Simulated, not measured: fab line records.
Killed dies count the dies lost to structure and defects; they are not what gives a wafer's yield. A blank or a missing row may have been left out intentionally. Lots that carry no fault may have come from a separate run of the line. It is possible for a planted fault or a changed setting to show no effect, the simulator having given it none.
fab line records	flow berkeleyCmos170
record lots=14	wafers=42	lastDay=13
route steps=331 shown GATE@131 NLDD@166 NSD@189 V2@295
lots with no fault: from the same line, run without faults
startH: hours from the record's first day to the start of the lot's first wafer shown	waitH: hours from the lot's prior step to this one	" the same as in the row above	L1.1+2: several wafers, shown together as one row	- no value, or no start given	* or withheld: withheld	< > ~ a bound
route shown NAME@n: names a module that has steps shown in the file, with the first one's number in the route	usual: average and standard deviation across the fault-free wafers	same: alike in all rows	chamber/n: place in a boat	sites: the reading at each site	_std_site: standard deviation across them	_edge_site: outer sites' mean less inner sites'	radiusMm: for every site, how far away it sits from the centre of the wafer	mask NAME#n: copy n	behind: tool/chamber where the wafer was last shaped	hold: the reason the lot was held/the length of the hold in hours/how it ended	device: whichever transistor did not switch (one of n, p or np)	end of line: tests of these same wafers at the route's end	a step without rows: its recipe alone	killed: dies lost to structure and defects at the first sort, not the wafer's yield	map: a wafer's dies, x killed, . not, _ none there
set.NAME: the run value of the setting; set.NAME@STEP: its run value at that earlier step	model.NAME: the simulator's own value behind a step, which no gauge read
steps of the route over a sample of lots; a table a step, a row a wafer
services: when a tool's chamber went out of use (startH, in hours from the record's first day, below 0 if earlier), for how many hours, and the reason
## steps
# step UCB170_GATE_THK_MEAS_05
# recipe reads=poly-Si_of_GATE_CVD_04
# usual GATE_POLY_THK=214.2/2.5
lot.wafer	tool	chamber	startH	waitH	GATE_POLY_THK[nm]
L495.3	filmMetro-01	-	138.62	0.0	211.6
L495.4	"	-	"	"	209.9
L495.6	"	-	"	"	209.8
L496.1	filmMetro-04	-	151.10	0.0	211.6
L496.3	"	-	"	"	210.3
L496.5	"	-	"	"	212.3
L497.1	filmMetro-01	-	151.10	0.0	212.7
L497.2	"	-	"	"	214.0
L497.3	"	-	"	"	213.7
L499.1	filmMetro-01	-	165.39	0.0	214.5
L499.2	"	-	"	"	214.2
L499.4	"	-	"	"	212.5
L500.2	filmMetro-03	-	165.40	0.0	211.4
L500.5	"	-	"	"	213.9
L500.6	"	-	"	"	213.2
L503.1	filmMetro-03	-	190.14	0.0	211.2
L503.4	"	-	"	"	212.9
L503.6	"	-	"	"	211.9
L504.1	filmMetro-01	-	190.14	0.0	213.6
L504.4	"	-	"	"	213.8
L504.6	"	-	"	"	212.8
L501.3	filmMetro-04	-	190.16	0.0	216.6
L501.4	"	-	"	"	213.6
L501.6	"	-	"	"	215.1
L510.4	filmMetro-01	-	220.66	0.0	211.6
L510.5	"	-	"	"	211.6
L510.6	"	-	"	"	210.5
L509.3	filmMetro-04	-	220.71	0.1	211.7
L509.5	"	-	"	"	211.8
L509.6	"	-	"	"	211.0
L513.1	filmMetro-03	-	234.12	0.1	213.2
L513.5	"	-	"	"	214.0
L513.6	"	-	"	"	213.9
L514.1	filmMetro-04	-	246.11	0.0	215.8
L514.3	"	-	"	"	215.2
L514.4	"	-	"	"	213.9
L516.1	filmMetro-04	-	260.86	0.0	216.1
L516.4	"	-	"	"	216.1
L516.6	"	-	"	"	216.6
L515.2	filmMetro-01	-	260.91	0.1	213.2
L515.3	"	-	"	"	215.1
L515.5	"	-	"	"	213.1
# step UCB170_NLDD_IMPLANT_08
# recipe species=As	doseCm2=5e+13	energyKev=30	tiltDeg=7	rotationDeg=0
# usual beamOnS=10.03/0.17	doseIonsCm2=5e+13/5.4e+10	faradayCurrentUA=158.1/2.7
lot.wafer	tool	chamber	startH	waitH	beamOnS	doseIonsCm2	faradayCurrentUA
L495.3	implanter-01	0	143.89	0.1	10.35	4.996e+13	153.1
L495.4	"	0	"	"	9.84	5.001e+13	161.3
L495.6	"	0	"	"	9.79	5.002e+13	160.9
L496.1	implanter-03	0	158.07	0.0	10.37	5.002e+13	152.8
L496.3	"	0	"	"	10.13	5e+13	157.2
L496.5	"	0	"	"	9.92	5.003e+13	160.2
L497.1	implanter-01	0	158.83	0.0	10.13	5e+13	156.1
L497.2	"	0	"	"	10.04	5.003e+13	157.3
L497.3	"	0	"	"	9.87	4.998e+13	160.3
L500.2	implanter-04	0	173.31	0.0	9.97	4.998e+13	158.0
L500.5	"	0	"	"	9.91	5.001e+13	160.7
L500.6	"	0	"	"	10.17	4.998e+13	155.8
L499.1	implanter-03	0	174.66	0.0	10.03	4.992e+13	157.7
L499.2	"	0	"	"	9.99	4.998e+13	158.6
L499.4	"	0	"	"	10.28	4.998e+13	154.4
L503.1	implanter-03	0	195.42	0.0	10.14	5.008e+13	157.0
L503.4	"	0	"	"	9.70	5e+13	162.4
L503.6	"	0	"	"	9.92	4.998e+13	159.0
L504.1	implanter-04	0	195.68	0.0	10.24	4.994e+13	154.5
L504.4	"	0	"	"	9.80	4.992e+13	161.7
L504.6	"	0	"	"	9.96	5.004e+13	160.1
L501.3	implanter-01	0	195.74	0.1	10.31	5.001e+13	153.4
L501.4	"	0	"	"	9.89	5.004e+13	160.3
L501.6	"	0	"	"	10.13	5.005e+13	156.9
L509.3	implanter-01	0	227.29	0.1	10.31	4.998e+13	153.5
L509.5	"	0	"	"	9.99	4.999e+13	159.5
L509.6	"	0	"	"	10.30	4.989e+13	153.4
L510.4	implanter-04	0	227.59	0.1	10.16	3.905e+13	122.4
L510.5	"	0	"	"	10.08	3.905e+13	122.7
L510.6	"	0	"	"	10.14	3.896e+13	122.2
L513.1	implanter-04	0	241.41	0.0	10.00	3.897e+13	123.5
L513.5	"	0	"	"	10.07	3.899e+13	122.7
L513.6	"	0	"	"	9.77	3.898e+13	126.1
L514.1	implanter-01	0	250.58	0.0	10.41	5.008e+13	152.0
L514.3	"	0	"	"	10.32	5e+13	154.1
L514.4	"	0	"	"	9.94	4.998e+13	159.6
L516.1	implanter-03	0	266.38	0.0	10.27	4.999e+13	154.7
L516.4	"	0	"	"	10.22	5.004e+13	155.0
L516.6	"	0	"	"	9.93	5.003e+13	159.1
L515.2	implanter-01	0	267.06	0.0	10.17	5.013e+13	156.1
L515.3	"	0	"	"	10.35	5.005e+13	152.9
L515.5	"	0	"	"	10.00	5.008e+13	158.7
# step UCB170_NLDD_TW_MEAS_11
# usual NLDD_TW=2220/21
lot.wafer	tool	chamber	startH	waitH	NLDD_TW
L495.3	filmMetro-02	-	144.26	0.1	2186
L495.4	"	-	"	"	2199
L495.6	"	-	"	"	2196
L496.1	filmMetro-03	-	158.47	0.1	2203
L496.3	"	-	"	"	2207
L496.5	"	-	"	"	2224
L497.1	filmMetro-03	-	159.23	0.1	2199
L497.2	"	-	"	"	2198
L497.3	"	-	"	"	2192
L500.2	filmMetro-02	-	173.69	0.1	2182
L500.5	"	-	"	"	2175
L500.6	"	-	"	"	2197
L499.1	filmMetro-01	-	175.06	0.1	2248
L499.2	"	-	"	"	2258
L499.4	"	-	"	"	2254
L503.1	filmMetro-03	-	195.82	0.1	2228
L503.4	"	-	"	"	2223
L503.6	"	-	"	"	2231
L504.1	filmMetro-01	-	196.08	0.1	2257
L504.4	"	-	"	"	2237
L504.6	"	-	"	"	2250
L501.3	filmMetro-03	-	196.11	0.1	2223
L501.4	"	-	"	"	2225
L501.6	"	-	"	"	2222
L509.3	filmMetro-03	-	227.66	0.1	2211
L509.5	"	-	"	"	2213
L509.6	"	-	"	"	2224
L510.4	filmMetro-03	-	227.94	0.1	2153
L510.5	"	-	"	"	2154
L510.6	"	-	"	"	2154
L513.1	filmMetro-03	-	241.81	0.1	2163
L513.5	"	-	"	"	2145
L513.6	"	-	"	"	2150
L514.1	filmMetro-01	-	251.00	0.1	2254
L514.3	"	-	"	"	2245
L514.4	"	-	"	"	2238
L516.1	filmMetro-02	-	266.78	0.1	2201
L516.4	"	-	"	"	2202
L516.6	"	-	"	"	2195
L515.2	filmMetro-01	-	267.44	0.1	2240
L515.3	"	-	"	"	2245
L515.5	"	-	"	"	2242
# step UCB170_NSD_SOFTBAKE_02
# recipe resist=KrF	tempC=130	timeS=62.12
# usual plateSensorTCentreC=131.41/0.0099	plateSensorTEdgeC=131.53/0.0095
lot.wafer	tool	chamber	startH	waitH	plateSensorTCentreC	plateSensorTEdgeC
L495.3	lithoTrack-03	0	153.87	0.1	131.4	131.51
L495.4	"	0	"	"	131.41	131.54
L495.6	"	0	"	"	131.39	131.54
L496.1	lithoTrack-04	0	167.25	0.1	131.41	131.54
L496.3	"	0	"	"	131.41	131.53
L496.5	"	0	"	"	131.42	131.51
L497.1	lithoTrack-01	0	167.79	0.1	131.41	131.52
L497.2	"	0	"	"	131.4	131.52
L497.3	"	0	"	"	131.42	131.54
L500.2	lithoTrack-01	0	184.98	0.1	131.39	131.52
L500.5	"	0	"	"	131.41	131.54
L500.6	"	0	"	"	131.4	131.53
L499.1	lithoTrack-04	0	185.20	0.1	131.39	131.52
L499.2	"	0	"	"	131.42	131.52
L499.4	"	0	"	"	131.41	131.53
L503.1	lithoTrack-04	0	208.75	0.1	131.4	131.53
L503.4	"	0	"	"	131.42	131.53
L503.6	"	0	"	"	131.4	131.55
L504.1	lithoTrack-03	0	208.77	0.1	131.42	131.53
L504.4	"	0	"	"	131.41	131.54
L504.6	"	0	"	"	131.4	131.52
L501.3	lithoTrack-01	0	209.09	0.1	131.42	131.54
L501.4	"	0	"	"	131.42	131.54
L501.6	"	0	"	"	131.4	131.53
L509.3	lithoTrack-03	0	237.94	0.1	131.42	131.53
L509.5	"	0	"	"	131.4	131.53
L509.6	"	0	"	"	131.4	131.53
L510.4	lithoTrack-01	0	237.96	0.1	131.4	131.53
L510.5	"	0	"	"	131.4	131.53
L510.6	"	0	"	"	131.41	131.52
L513.1	lithoTrack-01	0	250.82	0.1	131.41	131.53
L513.5	"	0	"	"	131.41	131.54
L513.6	"	0	"	"	131.41	131.54
L514.1	lithoTrack-04	0	260.19	0.1	131.41	131.54
L514.3	"	0	"	"	131.41	131.52
L514.4	"	0	"	"	131.4	131.54
L516.1	lithoTrack-03	0	275.42	0.1	131.41	131.52
L516.4	"	0	"	"	131.4	131.54
L516.6	"	0	"	"	131.4	131.55
L515.2	lithoTrack-01	0	276.04	0.1	131.4	131.53
L515.3	"	0	"	"	131.4	131.52
L515.5	"	0	"	"	131.4	131.53
# step UCB170_SDANNEAL_RS_MEAS_05
# recipe thkMeasGauge=four-point-probe
# usual NLDD_RS=613.6/1.1
lot.wafer	tool	chamber	startH	waitH	NLDD_RS[ohm/sq]
L495.3	filmMetro-02	-	157.12	0.1	614.2
L495.4	"	-	"	"	613.2
L495.6	"	-	"	"	613.2
L496.1	filmMetro-03	-	170.84	0.1	614.5
L496.3	"	-	"	"	613.1
L496.5	"	-	"	"	611.9
L497.1	filmMetro-01	-	171.34	0.1	612.7
L497.2	"	-	"	"	613.0
L497.3	"	-	"	"	614.9
L500.2	filmMetro-03	-	187.50	0.1	613.5
L500.5	"	-	"	"	614.4
L500.6	"	-	"	"	613.3
L499.1	filmMetro-02	-	187.73	0.1	614.2
L499.2	"	-	"	"	614.6
L499.4	"	-	"	"	614.5
L503.1	filmMetro-01	-	212.01	0.1	612.6
L503.4	"	-	"	"	613.5
L503.6	"	-	"	"	612.6
L504.1	filmMetro-03	-	212.14	0.1	613.2
L504.4	"	-	"	"	615.2
L504.6	"	-	"	"	613.1
L501.3	filmMetro-02	-	212.50	0.1	613.6
L501.4	"	-	"	"	612.9
L501.6	"	-	"	"	614.0
L510.4	filmMetro-01	-	240.80	0.1	661.5
L510.5	"	-	"	"	661.6
L510.6	"	-	"	"	663.7
L509.3	filmMetro-03	-	241.09	0.1	613.3
L509.5	"	-	"	"	611.8
L509.6	"	-	"	"	614.7
L513.1	filmMetro-03	-	253.74	0.1	663.7
L513.5	"	-	"	"	663.3
L513.6	"	-	"	"	662.0
L514.1	filmMetro-01	-	262.98	0.1	613.0
L514.3	"	-	"	"	613.2
L514.4	"	-	"	"	613.8
L516.1	filmMetro-02	-	278.62	0.1	612.0
L516.4	"	-	"	"	616.1
L516.6	"	-	"	"	614.7
L515.2	filmMetro-03	-	279.16	0.1	615.0
L515.3	"	-	"	"	613.8
L515.5	"	-	"	"	614.6
# step UCB170_V2_BOW_MEAS_03
# recipe mode=bow
# usual V2_BOW=37/7.2
lot.wafer	tool	chamber	startH	waitH	V2_BOW[um]
L495.3	filmMetro-01	-	178.76	0.1	36
L495.4	"	-	"	"	29
L495.6	"	-	"	"	53
L497.1	filmMetro-04	-	187.12	0.1	32
L497.2	"	-	"	"	33
L497.3	"	-	"	"	39
L496.1	filmMetro-01	-	187.36	0.2	24
L496.3	"	-	"	"	34
L496.5	"	-	"	"	32
L500.2	filmMetro-03	-	205.37	0.2	43
L500.5	"	-	"	"	33
L500.6	"	-	"	"	24
L499.1	filmMetro-04	-	205.73	0.1	32
L499.2	"	-	"	"	31
L499.4	"	-	"	"	46
L503.1	filmMetro-03	-	228.61	0.1	48
L503.4	"	-	"	"	35
L503.6	"	-	"	"	50
L504.1	filmMetro-04	-	231.33	0.2	47
L504.4	"	-	"	"	28
L504.6	"	-	"	"	33
L501.3	filmMetro-03	-	231.85	0.1	33
L501.4	"	-	"	"	41
L501.6	"	-	"	"	34
L510.4	filmMetro-01	-	254.50	0.2	31
L510.5	"	-	"	"	34
L510.6	"	-	"	"	26
L509.3	filmMetro-01	-	258.28	0.3	30
L509.5	"	-	"	"	44
L509.6	"	-	"	"	47
L513.1	filmMetro-04	-	269.56	0.2	39
L513.5	"	-	"	"	41
L513.6	"	-	"	"	29
L514.1	filmMetro-01	-	277.66	0.1	34
L514.3	"	-	"	"	29
L514.4	"	-	"	"	35
L515.2	filmMetro-04	-	295.94	0.3	47
L515.3	"	-	"	"	42
L515.5	"	-	"	"	37
L516.1	filmMetro-03	-	297.05	0.2	40
L516.4	"	-	"	"	39
L516.6	"	-	"	"	42
## services
tool	chamber	startH	hours	kind
implanter-03	-	126.09	0.6	repair
implanter-03	-	130.91	2.7	repair
implanter-03	-	224.12	0.6	repair
implanter-03	-	235.51	2.1	repair
implanter-01	-	272.86	4.6	repair
## key
firstSign step=UCB170_NLDD_IMPLANT_08	reading=doseIonsCm2	direction=down	sigmas=99+	usual=5e+13	struck=3.9e+13
effect step=UCB170_NLDD_IMPLANT_08	reading=faradayCurrentUA	direction=down	sigmas=13	usual=158.1	struck=123.3
effect step=UCB170_NLDD_TW_MEAS_11	reading=NLDD_TW	direction=down	sigmas=3.2	usual=2220	struck=2153
effect step=UCB170_SDANNEAL_RS_MEAS_05	reading=NLDD_RS	direction=up	sigmas=44	usual=613.6	struck=662.6
metAt UCB170_NLDD_IMPLANT_08
struckLots L510,L513
testerLeftOut L510,L513
notActingAt UCB170_GATE_THK_MEAS_05,UCB170_NSD_SOFTBAKE_02,UCB170_V2_BOW_MEAS_03
onsetBetween 195.68 227.59
fault kind=processParameterDrift	tool=implanter-04	chamber=-	onsetH=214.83	steps=UCB170_NLDD_IMPLANT_08	channel=doseCm2	offset=-1.1e+13	shape=step	endH=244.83	actsIn=theseRecipesOnly	stated=5e+13
# testerLeftOut: of these lots the tester's yield and bins aren't shown, on N5 and GAA mostly nor the transistor test; their killed dies are dies lost to structure and defects alone, not to doping, threshold or leakage, so they don't give the yield
